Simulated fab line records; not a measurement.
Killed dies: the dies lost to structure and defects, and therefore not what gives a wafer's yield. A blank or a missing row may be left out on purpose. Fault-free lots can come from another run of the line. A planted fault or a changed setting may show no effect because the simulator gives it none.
Which tool is to blame? | flow berkeley_cmos170 | 7 lots with 21 wafers sampled at 2 steps, on a route of 331 steps

== WHAT THE GAUGES READ, wafer by wafer ==
UCB170_SILICIDE_RS_MEAS_02: a four-point-probe measurement.
lot  | measured     | on            | SILICIDE_TI_RS (ohm/sq)
L955 | day 8 00:12  | film_metro-01 | 25.6 25.8 25.8
L958 | day 9 03:35  | film_metro-01 | 26.1 25.9 26.2
L963 | day 9 15:28  | film_metro-01 | 26.0 26.1 26.3
L965 | day 10 00:47 | film_metro-04 | 25.7 26.0 25.7
L966 | day 10 01:10 | film_metro-03 | 26.6 26.4 26.4
L970 | day 10 21:25 | film_metro-04 | 25.9 26.2 25.8
L972 | day 10 21:56 | film_metro-03 | 27.2 27.0 26.9

== TOOL THAT RAN EACH LOT (tool first, then ch and the chambers of the sampled wafers, then the start) ==
lot  | UCB170_SILICIDE_SPUTTER_01
L955 | pvd_sputter-03, day 8 00:10
L958 | pvd_sputter-01, day 9 03:33
L963 | pvd_sputter-01, day 9 15:26
L965 | pvd_sputter-01, day 10 00:44
L966 | pvd_sputter-04, day 10 01:07
L970 | pvd_sputter-03, day 10 21:20
L972 | pvd_sputter-04, day 10 21:53
- UCB170_SILICIDE_SPUTTER_01: material Ti, target thk 30 nm, time 25 s.

== THE ANSWER, worked out from the rows above alone ==
Rule: the usual values come from the lots themselves. The widest of any qualifying gaps counts: lots, ordered by their means at a reading, are off when they make up no more than a third of the lots, leave a main group of 4 or more, and stand apart from it by 3 or more times the standard deviation of that group's means. A main group whose means are all the same, to the digits that the tables above print for the reading, isn't used. A lot without any number at a reading at which 4 lots or more have one is off too. Any other lot the step has rows for is counted as sound.
Nothing can be told from this: no lot is off at any reading shown.

== WHAT THE SIMULATOR HAD PUT IN ==
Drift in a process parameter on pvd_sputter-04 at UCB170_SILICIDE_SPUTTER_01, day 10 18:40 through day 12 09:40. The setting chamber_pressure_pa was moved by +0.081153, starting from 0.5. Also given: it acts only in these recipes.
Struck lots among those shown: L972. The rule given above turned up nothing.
